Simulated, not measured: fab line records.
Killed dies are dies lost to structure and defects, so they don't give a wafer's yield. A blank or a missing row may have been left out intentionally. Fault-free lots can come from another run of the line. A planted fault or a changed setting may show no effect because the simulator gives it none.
fab line records	flow rit_cmos
record lots=14	wafers=42	last_day=7
route steps=202 shown PLDD@123 M1@202
lots with no fault: from the same line, run without faults
start_h: the number of hours between the record's first day and the start of the first shown wafer of the lot	wait_h: time in hours since the lot's previous step	" identical to the entry in the row above	L1.1+2: a single row standing in for several wafers	- value missing, or start not given	* or withheld: withheld	< > ~ a bound
route shown NAME@n: a module of which the file shows steps, and the number in the route of the first	usual: mean/standard deviation of fault-free wafers	same: alike in all rows	chamber/n: place in a boat	sites: per-site readings	_std_site: the standard deviation of these	_edge_site: the outer-site mean with the inner-site mean subtracted	radius_mm: for every site, how far away it sits from the centre of the wafer	mask NAME#n: copy n	behind: the last tool/chamber to shape the wafer	hold: what put the lot on hold/how long, in hours/how the hold closed	device: names the non-switching transistor (n, p or np)	end of line: tests of these same wafers at the route's end	where a step has no rows: the recipe by itself	killed: not the wafer's yield, but the dies lost to structure and defects at the first sort	map: dies across one wafer; x = killed, . = not, _ = none there
set.NAME: setting as actually run; set.NAME@STEP: the setting as run at that earlier step	model.NAME: the simulator's own value behind a step, which no gauge read
steps of the route over a sample of lots; a table a step, a row a wafer
services: the hour from which a tool's chamber was out of use, counted from the record's first day as start_h (under 0 if before that day), plus the number of hours and why
## steps
# step RIT_PLDD_STRIP_09
# recipe chemistry=O2	time_s=180	resist=NOVOLAK	platen_temp_c=withheld	power_w=500	pressure_mtorr=4000	o2_flow_sccm=4000
# usual drypump_motor_current_A=5.8/0.47
lot.wafer	tool	chamber	start_h	wait_h	drypump_motor_current_A	rf_hours_counter_h
L113.1	plasma_asher-01	1	54.07	0.1	6.0	37
L113.4	"	0	"	"	4.7	-
L113.6	"	0	"	"	4.7	-
L117.1	plasma_asher-02	0	69.07	0.1	5.8	41
L117.4	"	0	"	"	5.8	-
L117.5	"	0	"	"	5.8	-
L118.1	plasma_asher-02	1	74.41	0.1	5.6	41
L118.3	"	0	"	"	5.8	-
L118.6	"	0	"	"	5.8	-
L119.3	plasma_asher-02	1	81.00	0.1	5.6	-
L119.4	"	0	"	"	5.8	-
L119.5	"	1	"	"	5.6	-
L120.1	plasma_asher-03	1	83.82	0.1	5.9	31
L120.2	"	0	"	"	6.4	31
L120.6	"	1	"	"	5.9	-
L121.2	plasma_asher-01	0	86.37	0.1	4.8	41
L121.4	"	1	"	"	6.0	-
L121.6	"	1	"	"	6.0	-
L122.1	plasma_asher-03	1	95.73	0.1	5.9	33
L122.3	"	1	"	"	6.0	-
L122.4	"	0	"	"	6.4	-
L123.3	plasma_asher-02	1	98.77	0.1	5.6	-
L123.4	"	0	"	"	5.8	-
L123.6	"	1	"	"	5.6	-
L124.2	plasma_asher-03	1	99.56	0.1	5.9	34
L124.4	"	0	"	"	6.4	-
L124.6	"	1	"	"	5.9	-
L125.3	plasma_asher-03	1	109.08	0.1	5.9	-
L125.4	"	0	"	"	6.4	-
L125.5	"	0	"	"	6.4	-
L127.3	plasma_asher-01	0	126.22	0.1	4.7	-
L127.4	"	1	"	"	6.0	-
L127.6	"	1	"	"	6.0	-
L129.1	plasma_asher-01	0	131.64	0.1	4.8	46
L129.2	"	1	"	"	6.0	46
L129.3	"	1	"	"	6.0	-
L130.3	plasma_asher-01	0	145.84	0.1	4.8	-
L130.4	"	1	"	"	6.0	-
L130.5	"	1	"	"	6.0	-
L132.4	plasma_asher-01	1	161.39	0.1	6.0	-
L132.5	"	1	"	"	6.0	-
L132.6	"	0	"	"	4.8	-
# step RIT_M1_PROBE_99
# usual killed_at_contacts=0.0/0.22	killed_at_front_end=6.6/2.7	killed_dies=6.7/2.7	killed_on_rim=1.7/1.4	killed_open=3.4/2	killed_short=3.2/1.8
# same gross_dies=264	killed_at_M0_to_M3=0	killed_at_M4_up=0	killed_at_back_side=0	killed_at_other=0
lot.wafer	tool	chamber	start_h	wait_h	killed_at_contacts	killed_at_front_end	killed_dies	killed_on_rim	killed_open	killed_short
L129.1	prober-02	-	146.66	0.1	0	3	3	0	0	3
L129.2	prober-02	-	146.71	0.1	0	5	5	2	4	1
L129.3	prober-02	-	146.76	0.2	0	8	8	4	2	6
L130.3	prober-01	-	159.88	0.2	0	47	47	13	2	2
L130.4	prober-01	-	159.93	0.2	0	35	35	9	2	3
L130.5	prober-01	-	159.98	0.2	0	37	37	8	2	3
L132.4	prober-01	-	175.24	0.2	0	36	36	11	1	1
L132.5	prober-01	-	175.29	0.2	0	39	39	11	2	3
L132.6	prober-01	-	175.34	0.2	0	49	49	6	3	5
# killed by level:class
L129.1 FOX1:geometric_particle:short=1 FOX2:geometric_particle:short=1 GATE:geometric_particle:short=1
L129.2 FOX1:geometric_particle:open=2 FOX2:geometric_particle:open=1 SPACER:geometric_particle:open=1 SILICIDE:geometric_particle:short=1
L129.3 GATE:geometric_particle:short=2 GATE:geometric_particle:open=2 SILICIDE:geometric_particle:short=2 FOX1:geometric_particle:short=1 FOX2:geometric_particle:short=1
L130.3 PLDD:unspecified=43 REOX:geometric_particle:open=2 GATE:geometric_particle:short=1 SPACER:geometric_particle:short=1
L130.4 PLDD:unspecified=30 FOX2:geometric_particle:short=2 GATE:geometric_particle:open=2 REOX:geometric_particle:short=1
L130.5 PLDD:unspecified=32 FOX1:geometric_particle:open=2 FOX1:geometric_particle:short=1 GATE:geometric_particle:short=1 SPACER:geometric_particle:short=1
L132.4 PLDD:unspecified=34 REOX:geometric_particle:open=1 SPACER:geometric_particle:short=1
L132.5 PLDD:unspecified=34 SPACER:geometric_particle:short=2 GATE:geometric_particle:short=1 REOX:geometric_particle:open=1 SPACER:geometric_particle:open=1
L132.6 PLDD:unspecified=41 REOX:geometric_particle:short=3 GATE:geometric_particle:open=1 GATE:geometric_particle:short=1 REOX:geometric_particle:open=1 SPACER:geometric_particle:short=1 SPACER:geometric_particle:open=1
## services
tool	chamber	start_h	hours	kind
plasma_asher-02	-	30.61	0.4	repair
plasma_asher-02	-	83.87	14.6	pm
plasma_asher-01	-	103.33	0.4	repair
## key
first_sign step=RIT_M1_PROBE_99	reading=killed_dies	direction=up	sigmas=12	usual=6.7	struck=40.5
effect step=RIT_M1_PROBE_99	reading=killed_at_front_end	direction=up	sigmas=12	usual=6.6	struck=40.5
met_at RIT_PLDD_STRIP_09
struck_lots L130,L132
tester_left_out L130,L132
onset_between 131.64 145.84
also_fits time
fault kind=chamber_particle_source	tool=plasma_asher-01	chamber=-	onset_h=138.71	steps=RIT_PLDD_STRIP_09	rate_per_visit_cm2=2.1819	end_h=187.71
# tester_left_out: of these lots the tester's yield and bins aren't shown, on N5 and GAA mostly nor the transistor test; their killed dies are dies lost to structure and defects alone, not to doping, threshold or leakage, so they don't give the yield
